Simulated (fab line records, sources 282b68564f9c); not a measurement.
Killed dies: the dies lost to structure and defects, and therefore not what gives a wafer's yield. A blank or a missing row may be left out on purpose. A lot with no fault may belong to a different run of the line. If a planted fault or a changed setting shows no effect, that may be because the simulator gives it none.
Which tool is to blame?    flow rit_cmos    14 lots, 42 wafers sampled, at 5 steps of a route of 202

## WHAT THE GAUGES SHOWED, per wafer
RIT_FOX1_THK_MEAS_01.
lot   measured     on             FOX1_OXIDE_THK (nm)
L682  day 1 23:22  film_metro-03  359 350 355
L684  day 2 09:52  film_metro-03  343 357 351
L685  day 2 13:38  film_metro-02  355 354 355
L687  day 3 03:29  film_metro-02  356 354 360
L688  day 3 08:34  film_metro-01  346 344 344
L689  day 3 10:51  film_metro-02  344 347 344
L690  day 3 15:50  film_metro-03  335 338 342
L697  day 5 03:22  film_metro-03  345 342 346
L698  day 5 06:59  film_metro-03  405 403 394
L699  day 5 12:23  film_metro-03  397 399 395
L700  day 5 18:32  film_metro-02  347 350 353
L701  day 5 22:25  film_metro-01  351 357 352
L702  day 6 03:07  film_metro-03  345 349 349
L703  day 6 08:44  film_metro-03  349 349 349

RIT_SILICIDE_RS_MEAS_02: the measuring method here is four-point-probe.
lot   measured     on             SILICIDE_TI_RS (ohm/sq)
L682  day 3 08:47  film_metro-04  47.3 46.9 47.4
L684  day 3 23:05  film_metro-03  48.8 49.0 47.9
L685  day 4 02:02  film_metro-04  48.4 48.6 48.5
L687  day 4 16:44  film_metro-03  48.0 49.0 49.0
L688  day 4 20:05  film_metro-03  47.6 47.1 47.7
L689  day 4 20:34  film_metro-04  49.1 49.1 49.1
L690  day 5 04:40  film_metro-03  47.3 47.1 46.8
L697  day 6 15:27  film_metro-03  49.0 48.6 48.0
L698  day 6 16:39  film_metro-03  47.6 48.0 47.8
L699  day 7 02:05  film_metro-03  48.0 47.5 47.6
L700  day 7 07:04  film_metro-04  49.4 49.4 49.7
L701  day 7 09:46  film_metro-03  47.6 47.3 48.1
L702  day 7 15:10  film_metro-04  47.6 48.2 48.1
L703  day 7 21:56  film_metro-03  48.4 48.3 48.0

RIT_CONTACT_CD_MEAS_90: target cd 1000 nm.
lot   measured     on         cd_nm (nm)
L682  day 3 11:01  cd_sem-01  997.8 999.3 998.2
L684  day 4 01:30  cd_sem-01  1001.4 1002.5 1002.2
L685  day 4 04:30  cd_sem-01  994.3 995.3 997.3
L687  day 4 19:05  cd_sem-01  998.6 997.1 998.7
L688  day 4 22:11  cd_sem-01  1003.7 1002.2 999.2
L689  day 4 22:54  cd_sem-02  997.4 996.1 996.8
L690  day 5 07:00  cd_sem-01  998.8 1000.4 1001.5
L697  day 6 17:43  cd_sem-02  998.2 998.7 997.1
L698  day 6 18:53  cd_sem-02  1000.2 999.6 1000.7
L699  day 7 04:11  cd_sem-02  993.9 995.4 993.8
L700  day 7 09:17  cd_sem-01  999.5 999.8 998.3
L701  day 7 12:15  cd_sem-02  997.1 997.2 997.6
L702  day 7 17:16  cd_sem-01  995.1 996.0 997.1
L703  day 8 00:05  cd_sem-01  1000.2 998.1 998.1

RIT_M1_THK_MEAS_02: measures by xrf.
lot   measured     on             M1_AL_THK (nm)
L682  day 3 11:54  film_metro-04  403 410 405
L684  day 4 02:23  film_metro-02  407 407 404
L685  day 4 05:25  film_metro-04  396 400 400
L687  day 4 20:02  film_metro-02  409 400 400
L688  day 4 23:05  film_metro-04  396 391 399
L689  day 4 23:49  film_metro-02  403 405 406
L690  day 5 07:55  film_metro-04  394 392 393
L697  day 6 18:36  film_metro-01  390 388 393
L698  day 6 19:46  film_metro-04  399 400 394
L699  day 7 05:04  film_metro-01  391 398 396
L700  day 7 10:11  film_metro-01  398 393 400
L701  day 7 13:19  film_metro-01  396 392 397
L702  day 7 18:09  film_metro-04  404 403 399
L703  day 8 00:57  film_metro-01  397 397 395

## WHAT TOOL EACH LOT RAN ON (gives the tool, then ch and the chambers of the sampled wafers, and finally the start)
lot   RIT_FOX1_OXIDATION_00
L682  furnace-03 ch 0, day 1 22:03
L684  furnace-01 ch 0, day 2 08:32
L685  furnace-03 ch 0, day 2 12:20
L687  furnace-01 ch 0, day 3 02:10
L688  furnace-04 ch 0, day 3 07:15
L689  furnace-04 ch 0, day 3 09:31
L690  furnace-01 ch 0, day 3 14:31
L697  furnace-03 ch 0, day 5 02:03
L698  furnace-01 ch 0, day 5 05:40
L699  furnace-01 ch 0, day 5 11:03
L700  furnace-04 ch 0, day 5 17:14
L701  furnace-03 ch 0, day 5 21:07
L702  furnace-04 ch 0, day 6 01:47
L703  furnace-04 ch 0, day 6 07:25
- RIT_FOX1_OXIDATION_00: target thk 350.7 nm, ox time 1130 s.

## WHAT THE TOOLS THEMSELVES READ (means of the sampled wafers that have a number; where no wafer has one, the mark that the record gives instead)
The record holds no such reading with a usual standard deviation.

## THE ANSWER, worked out from the rows above alone
Rule: usual is defined by the lots themselves. Put in order of their means at a reading, lots are off if they are a third of the lots or fewer, leave a main group of 4 or more, and stand apart from it by a gap of 3 or more times the standard deviation of the main group's means; of several such gaps the widest counts. If all means in a main group match to the digits the tables above print for the reading, that group is not used. Also off: a lot with no number at a reading for which 4 or more lots have one. Any other lot the step has rows for is counted as sound. After the gauges, taken in route order, come the tools' own readings; for these a lot's mean is taken, as printed above. The first step at which some lot is off is used, and at that step the reading that is off furthest; a lot without a number counts as furthest.
Off: L698, L699, at RIT_FOX1_THK_MEAS_01 (FOX1_OXIDE_THK). The main group has a mean of 349 nm with a standard deviation of 5.1.
A tool fits if, at a process step before that reading, it ran every lot that is off, and no sound lot after the first of them. Gauges at RIT_FOX1_THK_MEAS_01: tried the same way as those tools. One fits: furnace-01 at RIT_FOX1_OXIDATION_00. A fault onset in the window from L690 (day 3 14:31, its last sound lot) to L698 (day 5 05:40, its first lot off) fits.

## WHAT THE SIMULATOR PUT IN
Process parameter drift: furnace-01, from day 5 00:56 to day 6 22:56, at RIT_FOX1_OXIDATION_00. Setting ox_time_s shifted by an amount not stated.
Lots struck among those shown: L698, L699. Same finding as the rule above.
